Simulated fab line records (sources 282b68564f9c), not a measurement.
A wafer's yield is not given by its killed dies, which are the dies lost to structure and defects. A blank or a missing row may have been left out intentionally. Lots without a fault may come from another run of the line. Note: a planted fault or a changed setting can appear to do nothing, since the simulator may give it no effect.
Which tool is to blame?	flow rit-cmos	45 wafers from 15 lots sampled at 3 of the route's 202 steps

== WHAT THE GAUGES READ, wafer by wafer ==
RIT_PWELL_TW_MEAS_10.
lot	measured	on	PWELL_TW
L318	day 2 07:40	film-metro-02	962 964 964
L321	day 2 15:19	film-metro-04	926 933 930
L322	day 2 20:00	film-metro-03	953 956 955
L323	day 3 01:00	film-metro-04	937 943 939
L325	day 3 09:17	film-metro-03	962 960 962
L326	day 3 14:57	film-metro-04	935 937 939
L329	day 4 06:35	film-metro-04	29 29 29 29 29 29
L330	day 4 10:36	film-metro-03	30 30 30 30 30 30
L331	day 4 15:23	film-metro-04	29 29 29 29 29 29
L334	day 5 06:28	film-metro-03	947 947 955
L335	day 5 11:41	film-metro-04	942 932 936
L336	day 5 16:42	film-metro-04	931 934 935
L337	day 5 21:40	film-metro-04	937 934 938
L338	day 6 02:51	film-metro-04	939 935 934
L340	day 6 12:43	film-metro-04	934 936 938

RIT_WELLDRIVE_RS_MEAS_01: a four-point-probe measurement.
lot	measured	on	NWELL_RS (ohm/sq)
L318	day 2 12:49	film-metro-04	275.2 276.1 276.5
L321	day 2 20:28	film-metro-04	276.0 274.2 276.1
L322	day 3 01:24	film-metro-02	275.6 276.1 275.4
L323	day 3 06:45	film-metro-02	276.2 275.5 276.1
L325	day 3 14:26	film-metro-04	275.6 275.3 275.3
L326	day 3 20:07	film-metro-03	275.8 275.8 275.7
L334	day 5 11:44	film-metro-03	275.1 276.4 276.3
L335	day 5 16:52	film-metro-03	275.1 275.2 275.4
L336	day 5 21:54	film-metro-04	275.2 276.1 276.3
L337	day 6 02:59	film-metro-02	273.8 274.6 273.9
L338	day 6 08:04	film-metro-03	275.6 275.8 274.5
L340	day 6 18:14	film-metro-04	276.5 276.3 277.7

== WHAT TOOL EACH LOT RAN ON (gives the tool, then ch and the chambers of the sampled wafers, and finally the start) ==
lot	RIT_NWELL_STRIP_09
L318	plasma-asher-03 ch 0,1, day 2 05:55
L321	plasma-asher-04 ch 0,1, day 2 13:28
L322	plasma-asher-04 ch 0,1, day 2 18:19
L323	plasma-asher-01 ch 0,1, day 2 23:18
L325	plasma-asher-04 ch 0,1, day 3 07:34
L326	plasma-asher-03 ch 0,1, day 3 13:04
L329	plasma-asher-01 ch 0,1, day 4 04:44
L330	plasma-asher-04 ch 0, day 4 08:41
L331	plasma-asher-03 ch 0,1, day 4 13:35
L334	plasma-asher-04 ch 0,1, day 5 04:47
L335	plasma-asher-04 ch 0,1, day 5 10:01
L336	plasma-asher-03 ch 0,1, day 5 14:58
L337	plasma-asher-03 ch 0,1, day 5 19:45
L338	plasma-asher-04 ch 0,1, day 6 01:07
L340	plasma-asher-01 ch 0,1, day 6 10:40
- RIT_NWELL_STRIP_09: strips in O2, time 180 s.

== AS READ BY THE TOOLS THEMSELVES (means over the sampled wafers that have a number; for cases with no such wafer, the mark the record gives instead) ==
RIT_NWELL_STRIP_09.
lot	tool	chamber-pressure-mTorr (mTorr)	drypump-motor-current-A (A)
L318	plasma-asher-03	4000	5.7
L321	plasma-asher-04	4002	6.3
L322	plasma-asher-04	3998	6.4
L323	plasma-asher-01	4001	5.4
L325	plasma-asher-04	4001	6.3
L326	plasma-asher-03	4001	5.7
L329	plasma-asher-01	-	-
L330	plasma-asher-04	-	-
L331	plasma-asher-03	-	-
L334	plasma-asher-04	4001	6.3
L335	plasma-asher-04	4001	6.2
L336	plasma-asher-03	3999	5.7
L337	plasma-asher-03	4000	5.7
L338	plasma-asher-04	4002	6.2
L340	plasma-asher-01	3997	5.5

== THE ANSWER, worked out from the rows above alone ==
Rule: the usual values come from the lots themselves. The widest of any qualifying gaps counts: lots, ordered by their means at a reading, are off when they make up no more than a third of the lots, leave a main group of 4 or more, and stand apart from it by 3 or more times the standard deviation of that group's means. A main group whose means are all the same, to the digits that the tables above print for the reading, isn't used. A lot without any number at a reading at which 4 lots or more have one is off too. The other lots that the step has rows for count as sound. The gauges are gone through in route order, then the tools' own readings, and for those a lot's mean is taken as printed above. The first step at which some lot is off is used, and at that step the reading that is off furthest; a lot without a number counts as furthest.
Off: L329, L330, L331, at RIT_PWELL_TW_MEAS_10 (PWELL_TW). Main group: mean 943, sd 11.
If a tool, at a process step before that reading, ran all the lots that are off and no sound lot after the first of them, it fits. Not tried: the gauges at RIT_PWELL_TW_MEAS_10; whatever is off there is also off at RIT_NWELL_STRIP_09, on other tools, and gauge error can't account for it. No candidate that was tried fits.

== WHAT THE SIMULATOR PUT IN ==
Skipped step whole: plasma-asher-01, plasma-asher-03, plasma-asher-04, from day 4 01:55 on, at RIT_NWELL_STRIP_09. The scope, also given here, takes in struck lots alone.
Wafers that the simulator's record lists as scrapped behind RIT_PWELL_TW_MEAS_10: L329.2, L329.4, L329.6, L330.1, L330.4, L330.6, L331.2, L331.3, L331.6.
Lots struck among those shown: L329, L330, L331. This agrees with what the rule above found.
